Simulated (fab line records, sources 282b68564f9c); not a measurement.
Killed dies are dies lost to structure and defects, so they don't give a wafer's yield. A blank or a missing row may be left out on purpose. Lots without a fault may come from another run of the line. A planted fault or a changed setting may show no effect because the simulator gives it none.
Problem report in the 8D (eight disciplines) form, filled by code | flow rit_cmos | the parts of the form that need people (team, actions taken, sign-off) are left out

1. THE PROBLEM
killed_at_M0_to_M3 at RIT_M1_PROBE_99 reads a mean of 7.0 on 3 wafers of 2 lots; wafers without a fault read 0.0 with a standard deviation of 0.14. That is +50 standard deviations from the usual mean.
First seen on wafer L865.1, day 5 11:53, on prober-02. The record holds 6 wafers of 2 lots with a number at this step. Rule for "out", or "out of limits": more than 4 standard deviations from the usual mean. The other wafers with a number count as sound.

2. WHAT IT IS AND WHAT IT IS NOT
question                    | is                     | is not
which readings at this step | killed_at_M0_to_M3     | killed_at_contacts, killed_at_front_end, killed_open, killed_short, sort_bin_5_function
which lots                  | L865, L868             | -
which wafers of those lots  | L865.1, L868.1, L868.6 | L865.2, L865.4, L868.3
read on which tools         | prober-01, prober-02   | -
when                        | from day 5 11:53       | up to then (0 sound wafers); but 3 sound wafers of L865, L868 came after

3. SUSPECTS, AND WHAT RULES EACH OUT
Counting: a tool at a process step up to the reading stays a suspect if it ran every lot that is out. Sound lots after the first of them don't rule it out here, since some wafers of a struck lot are sound.
- rie_metal-04 at RIT_M1_METAL_ETCH_12 (etches Al in Cl2/BCl3, stops on SiO2, time 165 s, target depth 600 nm): kept. It ran every lot that is out, first L865 (day 5 09:38).
- Within rie_metal-04 at RIT_M1_METAL_ETCH_12: the wafers that are out ran in chamber 0; their sound lot-mates ran in chamber 1.
Left after counting: rie_metal-04 at RIT_M1_METAL_ETCH_12.

4. THE CAUSE (what the simulator had put in)
Chamber particle source: rie_metal-04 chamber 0, from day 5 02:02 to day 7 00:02, at RIT_M1_METAL_ETCH_12. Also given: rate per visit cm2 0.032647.
Counting left only this tool.

5. THE CHAIN OF EFFECTS, in route order
Each row: a reading whose mean over the struck wafers that have a number lies more than 3 standard deviations from the usual. Only readings for which the record gives a usual standard deviation are gone through. hours: the time from each lot's start at the first step in this table that gives one to its start at this step, as a median over the lots. sigmas: the change in usual standard deviations.
hours | step            | reading            | usual | on struck wafers | change | sigmas
0     | RIT_M1_PROBE_99 | killed_at_M0_to_M3 | 0.0   | 7.0              | +7.0   | +50
The process steps in it:
- RIT_M1_PROBE_99

6. WHAT WOULD HAVE CAUGHT IT SOONER
In this record the first reading out of limits was taken at day 5 11:53, 10 hours after the fault began at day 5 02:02.
Of the tool readings at RIT_M1_METAL_ETCH_12 for which the record gives a usual standard deviation, none was out on any struck wafer, so an alarm limit of 4 standard deviations on them would not have fired.
Of the lots that are out (2), L868 began RIT_M1_METAL_ETCH_12 on rie_metal-04 after day 5 11:53. A hold on the tool at that time would have spared it.
